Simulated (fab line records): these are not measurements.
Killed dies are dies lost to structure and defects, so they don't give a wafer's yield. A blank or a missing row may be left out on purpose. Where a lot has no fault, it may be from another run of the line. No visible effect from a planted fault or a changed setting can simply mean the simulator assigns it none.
Struck lot and sound lot, side by side -- flow berkeleyCmos170 -- 19 out of 331 route steps
Sound: these wafers, L269.1, L269.5, L269.6. Struck: wafers L257.4, L257.5, L257.6. The cause is given at the end.
For every step that has rows: the tool of each side, followed by ch and its chambers, followed by its first start. Under that, the readings that differ: sound wafers -- struck wafers -- difference of the means -- sigmas: that difference in standard deviations of wafers without a fault.
alike: same words and numbers on both sides, and readings whose means sit less than 2 such deviations apart. not compared: any withheld reading, any reading some wafer has no value for, any bound like >300 that may hide the same value, and any number with overlapping values for which the record gives no deviation.
The two part at a step that has a row with sigmas, a row that says differs or no value, or rows on one side only. Numbers that don't overlap but have no deviation are shown without sigmas and don't part them. A reading missing from all wafers of one side parts the sides only when that side holds two or more wafers.

UCB170_M1_STRIP_13: strips in O2.
  sound on plasmaAsher-01 ch 0,1, day 9 23:34; struck on plasmaAsher-01 ch 0,1, day 7 15:55
  alike: drypumpMotorCurrentA, oesProductAu
  not compared: rfHoursCounterH
UCB170_M1_CD_MEAS_90: the cd target is 700 nm.
  struck on cdSem-01, day 7 16:03; sound on cdSem-02, day 9 23:48
  alike: cdNm
then, 1 step without rows for these wafers: UCB170_M1_ANNEAL_14 (time 1200 s).
UCB170_V1_CVD_00: deposits SiO2 from TEOS/O2, target thk 2000 nm, time 250 s.
  sound on pecvd-01 ch 1,2, day 10 05:24; struck on pecvd-01 ch 0,2, day 7 20:49
  alike: heaterPowerW, pressureMtorr
UCB170_V1_THK_MEAS_01:
  struck on filmMetro-01, day 7 21:01; sound on filmMetro-04, day 10 05:34
  alike: V1_TEOS_THK
UCB170_V1_CMP_02: polishes SiO2.
  sound on cmp-01 ch 0,1, day 10 05:40; struck on cmp-01 ch 1,2,3, day 7 21:11
  alike: motorCurrentA
UCB170_V1_BOW_MEAS_03:
  struck on filmMetro-01, day 7 21:24; sound on filmMetro-03, day 10 05:55
  alike: V1_BOW
UCB170_V1_THK_MEAS_04:
  struck on filmMetro-01, day 7 21:29; sound on filmMetro-03, day 10 06:02
  alike: V1_POLISHED_THK
then, 4 steps without rows for these wafers: UCB170_V1_CLEAN_05 (cleans in DIW); UCB170_V1_HMDS_06 (prime time 60 s); UCB170_V1_COAT_07 (resist thk 900 nm); UCB170_V1_SOFTBAKE_08 (time 60 s).
UCB170_V1_EXPOSE_09: exposes mask VIA1, target cd 700 nm.
  sound on krfScanner-01 ch 0, day 10 06:44; struck on krfScanner-02 ch 0, day 7 23:06
reading,sound,struck,difference,sigmas
model.V1.overlayXNm (nm),-2.043 -2.043 -2.043,81.93 81.93 81.93,+83.97,
  alike: mask
then, 2 steps without rows for these wafers: UCB170_V1_PEB_10; UCB170_V1_DEVELOP_11 (develop time 45 s).
UCB170_V1_CD_MEAS_12: the cd target is 700 nm.
  struck on cdSem-01, day 7 23:47; sound on cdSem-01, day 10 07:19
  alike: cdNm
UCB170_V1_OVL_MEAS_13:
  struck on overlay-02, day 7 23:53; sound on overlay-01, day 10 07:26
reading,sound,struck,difference,sigmas
V1_OVL (nm),8 4 0,87 88 87,+83,+15
UCB170_V1_ETCH_14: etches SiO2 in CHF3/CF4/Ar, stops on Al, target depth 1250 nm, time 291 s.
  sound on rieDiel-03 ch 0,1, day 10 07:28; struck on rieDiel-02 ch 0,2,3, day 7 23:53
  alike: drypumpMotorCurrentA, oesProductAu, throttleValvePct
  not compared: rfHoursCounterH
next, for these wafers, 1 step has no rows: UCB170_M3_PROBE_99.

## WHERE THEY PART
Only at UCB170_V1_OVL_MEAS_13, within this record. Later steps at which nothing parts them and some readings are alike: UCB170_V1_ETCH_14.

WHY: what had been put in by the simulator
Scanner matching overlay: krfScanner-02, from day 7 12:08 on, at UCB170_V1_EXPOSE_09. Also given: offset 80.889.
